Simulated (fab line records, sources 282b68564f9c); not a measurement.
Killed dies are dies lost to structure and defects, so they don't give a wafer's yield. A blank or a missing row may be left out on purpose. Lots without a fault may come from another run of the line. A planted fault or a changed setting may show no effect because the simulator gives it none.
Split-lot experiment | flow rit_cmos | 5 lots, 23 wafers read, on a route of 202 steps

THE SPLIT
At RIT_NSD_IMPLANT_08, the setting energy_kev was moved away from the recipe's 25 on 10 of the 23 wafers read, by -4.4% to +5.0%. The other wafers ran this setting at the recipe's value.

The reading is taken at the split's own step.

THE READING
implant.drp_nm (the simulator's own value, which no gauge read), in nm, at RIT_NSD_IMPLANT_08. The file gives no usual value for it.

wafer  | tool, chamber at the split | energy_kev as run | against the recipe | implant.drp_nm, nm | against lot-mates on the recipe
L075.2 | implanter-04, 0            | 25                | recipe             | 14.84              | -
L075.4 | implanter-04, 0            | 25                | recipe             | 14.84              | -
L075.6 | implanter-04, 0            | 25                | recipe             | 14.84              | -
L075.3 | implanter-04, 0            | 26.25             | +5.0%              | 15.28              | +0.44
L075.5 | implanter-04, 0            | 26.25             | +5.0%              | 15.28              | +0.44
L076.2 | implanter-03, 0            | 25                | recipe             | 14.84              | -
L076.4 | implanter-03, 0            | 25                | recipe             | 14.84              | -
L076.5 | implanter-03, 0            | 25                | recipe             | 14.84              | -
L078.2 | implanter-03, 0            | 23.9              | -4.4%              | 14.44              | -0.40
L078.5 | implanter-03, 0            | 23.9              | -4.4%              | 14.44              | -0.40
L078.3 | implanter-03, 0            | 25                | recipe             | 14.84              | -
L078.4 | implanter-03, 0            | 25                | recipe             | 14.84              | -
L078.6 | implanter-03, 0            | 25                | recipe             | 14.84              | -
L084.2 | implanter-03, 0            | 24.22             | -3.1%              | 14.56              | -0.28
L084.3 | implanter-03, 0            | 24.22             | -3.1%              | 14.56              | -0.28
L084.4 | implanter-03, 0            | 24.22             | -3.1%              | 14.56              | -0.28
L084.5 | implanter-03, 0            | 25                | recipe             | 14.84              | -
L084.6 | implanter-03, 0            | 25                | recipe             | 14.84              | -
L083.1 | implanter-01, 0            | 24.5              | -2.0%              | 14.66              | -0.18
L083.3 | implanter-01, 0            | 24.5              | -2.0%              | 14.66              | -0.18
L083.4 | implanter-01, 0            | 24.5              | -2.0%              | 14.66              | -0.18
L083.2 | implanter-01, 0            | 25                | recipe             | 14.84              | -
L083.5 | implanter-01, 0            | 25                | recipe             | 14.84              | -

THE FIT
A straight line over all 23 wafers: implant.drp_nm changes by +0.0893 nm for each +1% of energy_kev; r = +1.00; the points scatter about the line by 0.0026 nm.
The same after taking each lot's own level away (the mean of its wafers on the recipe; 23 wafers): +0.0893 nm for each +1%; r = +1.00; scatter 0.0026 nm.
On that fit, the largest move of energy_kev shifts the reading by 0.45 nm.
The lots' own levels span 14.840 to 14.840 nm.
So the lot-to-lot level changes the slope little: the two slopes agree.
Check: with one of the wafers moved furthest among these (+5.0%) left out of the fit, the line predicts +0.447 nm for it against its lot-mates. It came out at +0.44 nm against them.

OTHER SPLITS ON THESE WAFERS
These wafers also went through other splits before the reading. Each is held against what the fit with the lots' levels taken away leaves over:
other split on the same wafers    | wafers away from the commonest value | r with implant.drp_nm (lot level and that fit taken away)
RIT_ACTIVE_OXIDATION_01 ox_time_s | 15                                   | +0.18
RIT_ACTIVE_EXPOSE_08 dose_mj      | 11                                   | +0.32
RIT_NRETRO_IMPLANT_08 dose_cm2    | 7                                    | -0.21
RIT_PRETRO_IMPLANT_08 energy_kev  | 10                                   | -0.24
RIT_NLDD_COAT_01 spin_rpm         | 6                                    | +0.19
RIT_NLDD_IMPLANT_08 energy_kev    | 11                                   | +0.23
RIT_SPACER_ETCHBACK_05 time_s     | 7                                    | -0.02

THE WHOLE CHAIN: every reading that the file lists as answering this split, in the file's order
step               | what it does | reading                                                         | change (the file's fit)                | r (the file's)
RIT_NSD_IMPLANT_08 |              | implant.rp_nm (the simulator's own value, which no gauge read)  | +0.223 nm for each +1% of the setting  | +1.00
RIT_NSD_IMPLANT_08 |              | implant.drp_nm (the simulator's own value, which no gauge read) | +0.0895 nm for each +1% of the setting | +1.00

THE FILE'S OWN FIT
implant.drp_nm changes by +0.0895 nm for each +1% of energy_kev, r = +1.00.
